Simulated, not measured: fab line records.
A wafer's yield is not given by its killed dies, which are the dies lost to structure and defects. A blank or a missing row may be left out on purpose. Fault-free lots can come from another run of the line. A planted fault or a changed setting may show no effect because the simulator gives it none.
A lot that was struck, set against a sound lot / flow rit_cmos / 15 steps out of a route of 202
Sound: wafers L473.2, L473.5, L473.6. Struck: wafers L486.1, L486.2, L486.4. The cause is given at the end.
For every step that has rows: the tool of each side, followed by ch and its chambers, followed by its first start. Under that, the readings that differ: sound wafers / struck wafers / difference of the means / sigmas: that difference in standard deviations of wafers without a fault.
alike: readings whose means differ by less than 2 such deviations, and words and numbers that are the same on both sides. not compared: withheld readings, readings that some wafer has no value for, bounds like >300 that may hide the same value, and numbers for which the record gives no deviation and whose values overlap.
Wherever a step has rows on one side only, a row that says differs or no value, or a row with sigmas, the two part there. Numbers that have no deviation but don't overlap get no sigmas and don't part them. A reading missing from all wafers of one side parts the sides only when that side holds two or more wafers.

first, 3 steps without rows for these wafers: RIT_SPACER_CLEAN_01 (cleans in dHF, time 30 s); RIT_SPACER_CLEAN_02 (cleans in SC2, time 600 s); RIT_SPACER_CVD_03 (deposits Si3N4 from SiH2Cl2/NH3, target thk 250 nm, time 3300 s).
RIT_SPACER_THK_MEAS_04:
  sound on film_metro-04, day 4 15:55; struck on film_metro-02, day 7 07:59
  alike: SPACER_NITRIDE_THK
RIT_SPACER_ETCHBACK_05: etches Si3N4 in SF6/CHF3, stops on SiO2, target depth 250 nm, time 240 s.
  sound on rie_diel-04 ch 0,1, day 4 15:58; struck on rie_diel-04 ch 0,1,3, day 7 08:03
  alike: drypump_motor_current_A, oes_product_au, rf_fwd_power_W, throttle_valve_pct
  not compared: rf_hours_counter_h
then, 6 steps without rows for these wafers: RIT_NSD_HMDS_00 (prime time 60 s); RIT_NSD_COAT_01 (resist thk 1000 nm); RIT_NSD_SOFTBAKE_02 (time 60 s); RIT_NSD_EXPOSE_03 (exposes mask M9, target cd 40700 nm); RIT_NSD_PEB_04; RIT_NSD_DEVELOP_05 (develop time 50 s).
RIT_NSD_OVL_MEAS_06:
  sound on overlay-01, day 4 17:06; struck on overlay-02, day 7 09:10
  alike: NSD_OVL
RIT_NSD_HARDBAKE_07: time 60 s.
  sound on litho_track-01 ch 0, day 4 17:10; struck on litho_track-02 ch 0, day 7 09:13
reading=heater_power_total_W (W); sound=62.55 62.55 62.60; struck=58.96 58.88 58.96; difference=-3.63; sigmas=-77
reading=plate_temp_C (C); sound=139.97 140.14 139.91; struck=133.84 133.79 133.92; difference=-6.16; sigmas=-47
reading=model.NOVOLAK_of_NSD_COAT_01.thk_nm (nm); sound=886.3 883.3 884.3; struck=894.9 892 892.4; difference=+8.5; sigmas=
then, 2 steps without rows for these wafers: RIT_NSD_IMPLANT_08; RIT_M1_PROBE_99.

WHERE THEY PART
At RIT_NSD_HARDBAKE_07 and nowhere else, as far as this record goes.

WHY: what had been put in by the simulator
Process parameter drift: litho_track-02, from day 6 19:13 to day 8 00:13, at RIT_NSD_HARDBAKE_07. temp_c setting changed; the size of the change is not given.
